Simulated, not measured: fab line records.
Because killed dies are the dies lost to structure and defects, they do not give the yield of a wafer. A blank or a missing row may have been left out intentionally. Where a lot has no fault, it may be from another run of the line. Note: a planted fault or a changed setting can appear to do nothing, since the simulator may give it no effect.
Split-lot experiment ; flow berkeley cmos170 ; 5 lots, 23 wafers read, on a route of 331 steps

SPLIT DETAILS
At UCB170_PWELL_OXIDATION_02 (target thk 26.4 nm, ox time 1260 s), the setting ox time s was moved away from the recipe's 1260 s on 20 of the 23 wafers read, by -14.8% to +9.6%. The other wafers ran this setting at the recipe's value.

The reading comes from the split's own step.

THE READING
SiO2_of_PWELL_OXIDATION_02.thk nm (the simulator's own value, which no gauge read), in nm, at UCB170_PWELL_OXIDATION_02 (target thk 26.4 nm, ox time 1260 s). The file does not state a usual value for it. Across the 3 wafers here that went through the recipe, the average is 25.42 nm and the standard deviation 0.24 nm.

wafer;tool, chamber at the split;ox time s as run, s;against the recipe;SiO2_of_PWELL_OXIDATION_02.thk nm, nm;against lot-mates on the recipe
L074.4;furnace-01, 0;1260;recipe;25.46;-
L074.5;furnace-01, 0;1260;recipe;25.7;-
L074.6;furnace-01, 0;1260;recipe;25.11;-
L077.1;-, -;1194;-5.2%;24.61;no lot-mate on the recipe
L077.2;-, -;1194;-5.2%;24.58;no lot-mate on the recipe
L077.3;-, -;1194;-5.2%;24.71;no lot-mate on the recipe
L077.4;-, -;1194;-5.2%;24.79;no lot-mate on the recipe
L077.6;-, -;1194;-5.2%;25.1;no lot-mate on the recipe
L078.2;-, -;1128;-10.5%;25.24;no lot-mate on the recipe
L078.3;-, -;1128;-10.5%;24.98;no lot-mate on the recipe
L078.4;-, -;1128;-10.5%;25.21;no lot-mate on the recipe
L078.6;-, -;1128;-10.5%;25.21;no lot-mate on the recipe
L078.5;-, -;1128;-10.5%;24.9;no lot-mate on the recipe
L079.1;-, -;1073;-14.8%;24.33;no lot-mate on the recipe
L079.2;-, -;1073;-14.8%;24.48;no lot-mate on the recipe
L079.3;-, -;1073;-14.8%;24.79;no lot-mate on the recipe
L079.4;-, -;1073;-14.8%;24.37;no lot-mate on the recipe
L079.6;-, -;1073;-14.8%;24.81;no lot-mate on the recipe
L082.2;-, -;1381;+9.6%;26.41;no lot-mate on the recipe
L082.3;-, -;1381;+9.6%;26.25;no lot-mate on the recipe
L082.4;-, -;1381;+9.6%;27.13;no lot-mate on the recipe
L082.5;-, -;1381;+9.6%;26.69;no lot-mate on the recipe
L082.6;-, -;1381;+9.6%;27.23;no lot-mate on the recipe

FIT RESULTS
A straight line over all 23 wafers: SiO2_of_PWELL_OXIDATION_02.thk nm changes by +0.0844 nm for each +1% of ox time s; r = +0.88; the points scatter about the line by 0.42 nm.
Too few moved wafers with a lot-mate on the recipe to fit a line net of each lot's own level.

THE FILE'S OWN FIT
SiO2_of_PWELL_OXIDATION_02.thk nm changes by +0.0843 nm for each +1% of ox time s, r = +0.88.
